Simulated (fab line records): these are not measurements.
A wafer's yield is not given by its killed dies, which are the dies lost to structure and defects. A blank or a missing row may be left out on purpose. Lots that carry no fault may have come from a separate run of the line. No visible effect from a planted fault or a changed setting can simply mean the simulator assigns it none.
Lot-split experiment | flow rit-cmos | 23 wafers read from 5 lots, route of 202 steps

## ABOUT THE SPLIT
At RIT_GATE_EXPOSE_13 (exposes mask M6, target cd 150 nm), the setting dose-mj was moved away from the recipe's 380 on 4 of the 23 wafers read, by -6.3% to -4.1%. All remaining wafers had this setting at the recipe value.

## FROM THE SPLIT TO THE READING: what the file shows between them, 6 steps
- RIT_GATE_PEB_14
- RIT_GATE_DEVELOP_15: develop time 50 s
- RIT_GATE_CD_MEAS_16: target cd 150 nm
- RIT_GATE_HARDBAKE_18: time 60 s
- RIT_GATE_ETCH_19: etches poly-Si in SF6/CHF3/O2, stops on SiO2, time 165 s, target depth 312.5 nm
- RIT_GATE_STRIP_20: strips in O2, time 180 s

## THE READING
cd-nm at RIT_GATE_CD_MEAS_90, given in nm (cd target 150 nm). A value of 149.6 nm with a standard deviation of 2.7 nm is what fault-free wafers of this fab line usually give.

wafer  | tool, chamber at the split | dose-mj as run | against the recipe | cd-nm, nm | against lot-mates on the recipe
L074.2 | iline-stepper-01, 0        | 380            | recipe             | 145.8     | -
L074.4 | iline-stepper-01, 0        | 380            | recipe             | 147.4     | -
L074.6 | iline-stepper-01, 0        | 380            | recipe             | 146.1     | -
L078.2 | iline-stepper-01, 0        | 380            | recipe             | 149.4     | -
L078.3 | iline-stepper-01, 0        | 380            | recipe             | 148.8     | -
L078.4 | iline-stepper-01, 0        | 380            | recipe             | 150.0     | -
L078.5 | iline-stepper-01, 0        | 380            | recipe             | 151.0     | -
L078.6 | iline-stepper-01, 0        | 380            | recipe             | 149.4     | -
L079.1 | iline-stepper-01, 0        | 355.9          | -6.3%              | 181.8     | +30.1
L079.2 | iline-stepper-01, 0        | 380            | recipe             | 152.1     | -
L079.3 | iline-stepper-01, 0        | 380            | recipe             | 152.6     | -
L079.4 | iline-stepper-01, 0        | 380            | recipe             | 150.4     | -
L079.5 | iline-stepper-01, 0        | 355.9          | -6.3%              | 184.8     | +33.1
L080.1 | iline-stepper-02, 0        | 380            | recipe             | 152.1     | -
L080.2 | iline-stepper-02, 0        | 380            | recipe             | 152.5     | -
L080.3 | iline-stepper-02, 0        | 364.5          | -4.1%              | 172.4     | +20.3
L080.5 | iline-stepper-02, 0        | 364.5          | -4.1%              | 171.4     | +19.3
L080.6 | iline-stepper-02, 0        | 380            | recipe             | 151.8     | -
L081.2 | iline-stepper-01, 0        | 380            | recipe             | 152.5     | -
L081.3 | iline-stepper-01, 0        | 380            | recipe             | 151.1     | -
L081.4 | iline-stepper-01, 0        | 380            | recipe             | 152.1     | -
L081.5 | iline-stepper-01, 0        | 380            | recipe             | 152.4     | -
L081.6 | iline-stepper-01, 0        | 380            | recipe             | 152.2     | -

FIT RESULTS
A straight line over all 23 wafers: cd-nm changes by -5.19 nm for each +1% of dose-mj; r = -0.98; the points scatter about the line by 2.1 nm.
The same after taking each lot's own level away (the mean of its wafers on the recipe; 23 wafers): -4.95 nm for each +1%; r = -1.00; scatter 0.81 nm.
That fit puts the effect of the largest move of dose-mj on the reading at 31 nm.
The span of the lots' own levels, 146.43 to 152.13 nm, comes to 2.1 times the standard deviation stated above.
Hence the lot-to-lot level has little effect on the slope; both slopes agree.
Check: for one of the wafers moved furthest among these (-6.3%), held out of the fit, the line's prediction against its lot-mates is +32 nm. Against them it came out at +30.1 nm.

## THE WHOLE CHAIN: every reading that the file lists as answering this split, in the file's order
step                | what it does                                                                    | reading                                                     | change (the file's fit)              | r (the file's)
RIT_GATE_CD_MEAS_16 | target cd 150 nm                                                                | cd-nm                                                       | -4.98 nm for each +1% of the setting | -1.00
RIT_GATE_ETCH_19    | etches poly-Si in SF6/CHF3/O2, stops on SiO2, time 165 s, target depth 312.5 nm | GATE.cd-nm (the simulator's own value, which no gauge read) | -4.97 nm for each +1% of the setting | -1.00
RIT_GATE_CD_MEAS_90 | target cd 150 nm                                                                | cd-nm                                                       | -4.94 nm for each +1% of the setting | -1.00

## FILE'S OWN FIT
cd-nm changes by -4.94 nm for each +1% of dose-mj, r = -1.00.
